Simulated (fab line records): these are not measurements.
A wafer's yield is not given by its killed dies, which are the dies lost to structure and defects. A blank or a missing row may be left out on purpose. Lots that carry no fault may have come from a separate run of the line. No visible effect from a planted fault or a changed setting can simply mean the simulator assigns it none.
The tool behind it: which one? + flow berkeley-cmos170 + Sampling: 14 lots, 42 wafers, 2 of 331 route steps

## WHAT THE GAUGES READ, wafer by wafer
UCB170_CONTACT_THK_MEAS_02. Usual: CONTACT_PSG_THK gives 701 nm (standard deviation 5.8).
| lot  | measured     | on            | CONTACT_PSG_THK (nm) | flag |
|------|--------------|---------------|----------------------|------|
| L471 | day 7 17:46  | film-metro-03 | 696 690 698          |      |
| L470 | day 8 07:37  | film-metro-03 | 708 713 711          |      |
| L472 | day 8 07:46  | film-metro-04 | 710 703 699          |      |
| L473 | day 8 09:22  | film-metro-04 | 697 700 700          |      |
| L474 | day 9 07:02  | film-metro-02 | 700 696 691          |      |
| L476 | day 9 20:53  | film-metro-03 | 693 693 700          |      |
| L475 | day 9 22:11  | film-metro-02 | 704 711 713          |      |
| L479 | day 9 23:58  | film-metro-04 | 705 707 711          |      |
| L478 | day 10 00:37 | film-metro-02 | 693 693 698          |      |
| L480 | day 10 00:37 | film-metro-04 | 699 701 703          |      |
| L481 | day 11 02:58 | film-metro-04 | 694 695 693          |      |
| L482 | day 11 02:59 | film-metro-02 | 688 694 693          |      |
| L484 | day 11 09:18 | film-metro-03 | 983 988 979          | OFF  |
| L485 | day 11 22:27 | film-metro-04 | 980 981 980          | OFF  |

## WHAT TOOL EACH LOT RAN ON (gives the tool, then ch and the chambers of the sampled wafers, and finally the start)
| lot  | UCB170_CONTACT_CVD_01       |
|------|-----------------------------|
| L471 | lpcvd-01 ch 0, day 7 15:58  |
| L470 | lpcvd-01 ch 0, day 8 05:48  |
| L472 | lpcvd-02 ch 0, day 8 05:59  |
| L473 | lpcvd-01 ch 1, day 8 07:35  |
| L474 | lpcvd-02 ch 0, day 9 05:14  |
| L476 | lpcvd-01 ch 0, day 9 19:06  |
| L475 | lpcvd-02 ch 1, day 9 20:24  |
| L479 | lpcvd-02 ch 1, day 9 22:11  |
| L478 | lpcvd-01 ch 0, day 9 22:49  |
| L480 | lpcvd-01 ch 1, day 9 22:49  |
| L481 | lpcvd-01 ch 0, day 11 01:11 |
| L482 | lpcvd-01 ch 0, day 11 01:11 |
| L484 | lpcvd-01 ch 0, day 11 07:31 |
| L485 | lpcvd-01 ch 0, day 11 19:46 |
- UCB170_CONTACT_CVD_01: deposits PSG from SiH4/O2/PH3, target thk 700 nm, time 2820 s.

## WHAT THE TOOLS THEMSELVES READ (means of the sampled wafers that have a number; where no wafer has one, the mark that the record gives instead)
UCB170_CONTACT_CVD_01. Usual: susceptor-temp-C 449.96 C, standard deviation 0.22; zone-power-centre-pct 19.0 %, standard deviation 1.3.
| lot  | tool     | susceptor-temp-C (C) | zone-power-centre-pct (%) | flag |
|------|----------|----------------------|---------------------------|------|
| L471 | lpcvd-01 | 449.75               | 19.0                      |      |
| L470 | lpcvd-01 | 449.91               | 18.8                      |      |
| L472 | lpcvd-02 | 450.19               | 22.3                      |      |
| L473 | lpcvd-01 | 449.73               | 18.0                      |      |
| L474 | lpcvd-02 | 449.94               | 22.1                      |      |
| L476 | lpcvd-01 | 450.16               | 18.8                      |      |
| L475 | lpcvd-02 | 449.84               | 18.7                      |      |
| L479 | lpcvd-02 | 449.98               | 18.8                      |      |
| L478 | lpcvd-01 | 450.00               | 18.6                      |      |
| L480 | lpcvd-01 | 450.00               | 18.2                      |      |
| L481 | lpcvd-01 | 450.05               | 18.7                      |      |
| L482 | lpcvd-01 | 449.92               | 18.9                      |      |
| L484 | lpcvd-01 | 449.87               | 18.8                      |      |
| L485 | lpcvd-01 | 449.98               | 19.0                      |      |

## THE ANSWER, worked out from the rows above alone
Rule: a lot is off if the mean of its wafers that have a number lies more than 3 standard deviations from the usual mean. A lot without any number at a reading at which 4 lots or more have one is off too. Where the step has rows for the other lots, those lots are counted as sound. First the gauges in route order, then the tools' own readings, where a lot's mean is used as printed above. At the first step where some lot is off, the reading lying furthest off is the one used; lots without a number count as furthest.
Off: L484, L485, at UCB170_CONTACT_THK_MEAS_02 (CONTACT_PSG_THK).
If a tool, at a process step before that reading, ran all the lots that are off and no sound lot after the first of them, it fits. The gauges at UCB170_CONTACT_THK_MEAS_02 are tried like those tools. One candidate fits, namely lpcvd-01 at UCB170_CONTACT_CVD_01. Its last sound lot is L481 (day 11 01:11), its first lot that is off L484 (day 11 07:31): a fault that began between those two fits.

## WHAT THE SIMULATOR HAD PUT IN
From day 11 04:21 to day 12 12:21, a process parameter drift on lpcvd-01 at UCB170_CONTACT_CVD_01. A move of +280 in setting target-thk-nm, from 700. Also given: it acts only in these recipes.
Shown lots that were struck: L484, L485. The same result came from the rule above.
